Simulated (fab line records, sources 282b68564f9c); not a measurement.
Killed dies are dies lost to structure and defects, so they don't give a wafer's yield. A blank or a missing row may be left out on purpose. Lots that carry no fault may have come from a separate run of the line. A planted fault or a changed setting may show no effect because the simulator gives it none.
Problem report in the 8D (eight disciplines) form, filled by code ; flow rit_cmos ; the parts of the form that need people (team, actions taken, sign-off) are left out

1. PROBLEM STATEMENT
cd_nm at RIT_GATE_CD_MEAS_16 reads a mean of 197.3 nm on 12 wafers of 4 lots; wafers without a fault read 149.4 nm with a standard deviation of 2.5. That is +19 standard deviations from the usual mean.
The step: target cd 150 nm.
Earliest sighting: wafer L964.1 on cd_sem-01 at day 4 19:16. The record has a number at this step for 48 wafers belonging to 16 lots. By rule, "out" or "out of limits" means more than 4 standard deviations away from the usual mean. All remaining wafers that have a number are taken as sound.

2. WHAT THIS IS AND IS NOT
question;is;is not
which readings at this step;cd_nm;-
which lots;L964, L969, L971, L972;L954, L956, L957, L958, L959, L960, L961, L962, L963, L965, L975, L977
which wafers of those lots;all that have a number;-
read on which gauges;cd_sem-01, cd_sem-02;-
when;from day 4 19:16;"up to then (27 sound wafers); but 9 sound wafers of L965, L975, L977 came after"

3. WHAT RULES OUT EACH SUSPECT
Counting: a tool stays on the suspect list if, at a process step up to the reading, it processed all lots that are out and no sound lot following the first of them.
- the gauge at RIT_GATE_CD_MEAS_16 has been ruled out. The wafers that are out were read on 2 gauges (cd_sem-01, cd_sem-02).
- iline_stepper-01 at RIT_GATE_EXPOSE_13 (exposes mask M6, target cd 150 nm): kept. All lots that are out passed through it, beginning with L964 at day 4 18:52, and no sound lot followed; its final sound lot before that point was L963 at day 4 13:05. Its own exposure_dose_mJ_cm2 readings are out on those wafers.
The count leaves iline_stepper-01 at RIT_GATE_EXPOSE_13.

4. THE CAUSE (what the simulator had put in)
Process parameter drift: iline_stepper-01, from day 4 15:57 on, at RIT_GATE_EXPOSE_13. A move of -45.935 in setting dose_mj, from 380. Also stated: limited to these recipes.
This tool alone remained once counting was done.

5. SEQUENCE OF EFFECTS, ordered by route
Each row: a reading whose mean over the struck wafers that have a number lies more than 3 standard deviations from the usual. Readings are gone through only where the record gives a usual standard deviation; hours: the median, over the lots, of the time from a lot's start at the first step in this table giving one to that lot's start at this step; sigmas: the change measured in usual standard deviations.
hours;step;reading;usual;on struck wafers;change;sigmas
0;RIT_GATE_EXPOSE_13;exposure_dose_mJ_cm2;379.9;345.8;-34.1;-99 or more
0;RIT_GATE_CD_MEAS_16;cd_nm;149.4 nm;197.3;+47.9;+19
34;RIT_M1_PROBE_99;killed_at_front_end;6.9;254.5;+247.6;+88
34;RIT_M1_PROBE_99;killed_dies;7.0;254.6;+247.6;+88
34;RIT_M1_PROBE_99;killed_on_rim;1.8;66.2;+64.4;+50
Process steps it contains:
- RIT_GATE_EXPOSE_13: exposes mask M6, target cd 150 nm.
- RIT_M1_PROBE_99

6. HOW IT WOULD HAVE BEEN CAUGHT EARLIER
The first out-of-limits reading at a measuring or inspecting step in this record came at day 4 19:16, 3 hours after the fault's start at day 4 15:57.
Tool's own readings at RIT_GATE_EXPOSE_13, exposure_dose_mJ_cm2: out on all struck wafers the step has rows for; an alarm limit on them would have tripped on the first.
L969, L971, L972, from the lots that are out (4), started RIT_GATE_EXPOSE_13 on iline_stepper-01 later than day 4 19:16. A hold on the tool at that time would have spared those 3.
